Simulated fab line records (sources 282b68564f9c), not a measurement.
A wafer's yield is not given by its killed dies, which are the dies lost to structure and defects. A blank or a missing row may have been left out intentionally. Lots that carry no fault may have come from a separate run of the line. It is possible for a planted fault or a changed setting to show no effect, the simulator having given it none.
Which of the tools did it? | flow rit_cmos | 21 wafers from 7 lots sampled at 2 of the route's 202 steps

== WHAT EACH GAUGE READ, for each wafer ==
RIT_NRETRO_TW_MEAS_10.
lot  | measured    | on            | NRETRO_TW
L908 | day 2 17:23 | film_metro-04 | 1047 1048 1047
L910 | day 2 23:08 | film_metro-03 | 1054 1051 1047
L913 | day 3 13:25 | film_metro-01 | 1044 1050 1053
L920 | day 5 00:46 | film_metro-01 | 1134 1127 1125
L924 | day 5 20:50 | film_metro-03 | 1056 1058 1059
L927 | day 6 15:07 | film_metro-01 | 1041 1039 1039
L929 | day 7 05:25 | film_metro-01 | 1050 1045 1050

== WHAT TOOL EACH LOT RAN ON (gives the tool, then ch and the chambers of the sampled wafers, and finally the start) ==
lot  | RIT_NRETRO_IMPLANT_08
L908 | implanter-03 ch 0, day 2 17:05
L910 | implanter-03 ch 0, day 2 22:50
L913 | implanter-01 ch 0, day 3 13:06
L920 | implanter-03 ch 0, day 5 00:29
L924 | implanter-04 ch 0, day 5 20:32
L927 | implanter-01 ch 0, day 6 14:48
L929 | implanter-01 ch 0, day 7 05:08
- RIT_NRETRO_IMPLANT_08

== THE ANSWER, worked out from the rows above alone ==
Rule: the usual values come from the lots themselves. The widest of any qualifying gaps counts: lots, ordered by their means at a reading, are off when they make up no more than a third of the lots, leave a main group of 4 or more, and stand apart from it by 3 or more times the standard deviation of that group's means. A main group is skipped when, at the precision printed for the reading in the tables above, its means are all equal. A lot without any number at a reading at which 4 lots or more have one is off too. Where the step has rows for the other lots, those lots are counted as sound.
Off: L920, at RIT_NRETRO_TW_MEAS_10 (NRETRO_TW). Mean 1049 and standard deviation 5.3 in the main group.
A tool fits if, at a process step before that reading, it ran every lot that is off, and no sound lot after the first of them. The gauges at RIT_NRETRO_TW_MEAS_10 are tried like those tools. One candidate fits, namely implanter-03 at RIT_NRETRO_IMPLANT_08. A fault onset in the window from L910 (day 2 22:50, its last sound lot) to L920 (day 5 00:29, its first lot off) fits.

== WHAT THE SIMULATOR HAD INSERTED ==
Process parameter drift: implanter-03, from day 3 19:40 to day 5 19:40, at RIT_NRETRO_IMPLANT_08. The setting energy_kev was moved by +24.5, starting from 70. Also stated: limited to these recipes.
Struck lots among those shown: L920. The rule given above showed the same thing.
